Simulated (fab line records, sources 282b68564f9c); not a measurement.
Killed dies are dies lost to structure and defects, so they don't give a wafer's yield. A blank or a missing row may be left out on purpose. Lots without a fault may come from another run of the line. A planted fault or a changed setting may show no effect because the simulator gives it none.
One fault seen from 2 desks | flow rit_cmos | each desk has only its own numbers; what lay behind them comes last

THE TOOL OWNER'S DESK: rie_diel-04
The tool's own readings at RIT_SPACER_ETCHBACK_05 (etches Si3N4 in SF6/CHF3, stops on SiO2, target depth 250 nm, time 240 s): means of the sampled wafers that have a number, for each lot that ran on this tool. A lot is out of limits, marked OUT, if its mean lies more than 4 standard deviations from the usual mean; the brackets give that distance.
Columns: A = drypump_motor_current_A at RIT_SPACER_ETCHBACK_05, usual 5.5 A; B = oes_product_au at RIT_SPACER_ETCHBACK_05, usual 0.837 a.u.; C = rf_fwd_power_W at RIT_SPACER_ETCHBACK_05, usual 249.3 W; D = throttle_valve_pct at RIT_SPACER_ETCHBACK_05, usual 10.33 %
lot  | first seen here | A   | B     | C               | D
L219 | day 3 09:57     | 5.4 | 0.839 | 249.5           | 10.22
L223 | day 4 06:29     | 4.8 | 0.842 | 275.6 (+36) OUT | 10.31
L237 | day 7 05:01     | 5.4 | 0.828 | 248.5           | 10.20
This desk's finding: out of limits on L223; first on L223, day 4 06:29 (rf_fwd_power_W at RIT_SPACER_ETCHBACK_05). In limits: L219, L237.

THE METROLOGY DESK
What the gauges read, lot by lot, whatever tool the lot ran on: means of the sampled wafers that have a number. A lot is out of limits, marked OUT, if its mean lies more than 4 standard deviations from the usual mean; the brackets give that distance. Of its 10 readings 7 are shown: those that lie furthest out on some lot.
Columns: A = SPACER_NITRIDE_THK at RIT_SPACER_THK_MEAS_04, usual 250.2 nm; B = NSD_OVL at RIT_NSD_OVL_MEAS_06, usual -0.6 nm; C = NSD_TW at RIT_NSD_TW_MEAS_10, usual 3118; D = PSD_OVL at RIT_PSD_OVL_MEAS_06, usual 0.5 nm; E = PSD_TW at RIT_PSD_TW_MEAS_10, usual 3427; F = PSD_RS at RIT_SDANNEAL_RS_MEAS_04, usual 115.9 ohm/sq; G = NSD_RS at RIT_SDANNEAL_RS_MEAS_05, usual 84.5 ohm/sq
lot  | first seen here | A     | B    | C    | D    | E    | F     | G
L217 | day 2 20:10     | 251.4 | -1.2 | 3103 | 0.3  | 3411 | 115.0 | 84.4
L219 | day 3 07:01     | 250.1 | -0.1 | 3105 | -1.9 | 3410 | 115.9 | 84.7
L223 | day 4 03:34     | 251.6 | -1.6 | 3097 | -0.4 | 3453 | 116.1 | 84.9
L235 | day 6 13:29     | 247.5 | -2.0 | 3103 | 2.7  | 3410 | 115.9 | 84.5
L237 | day 7 02:06     | 245.9 | -0.5 | 3143 | 0.0  | 3389 | 116.2 | 84.5
This desk's finding: nothing out of limits on any of the 5 lots.

PUT TOGETHER
The tool owner's desk could have raised an alarm at day 4 06:29, on L223.
The metrology desk saw nothing out of limits.
The metrology desk has L223 on record, within its limits.
Of the lots named, all ran RIT_SPACER_ETCHBACK_05 on rie_diel-04.

WHAT THE SIMULATOR HAD PUT IN
Process parameter drift: rie_diel-04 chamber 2, from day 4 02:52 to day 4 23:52, at RIT_SPACER_ETCHBACK_05. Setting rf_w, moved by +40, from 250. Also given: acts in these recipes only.
Lots struck among those shown: L223.
Hours from the fault's start to each desk's first reading out of limits: the tool owner's desk, 4.
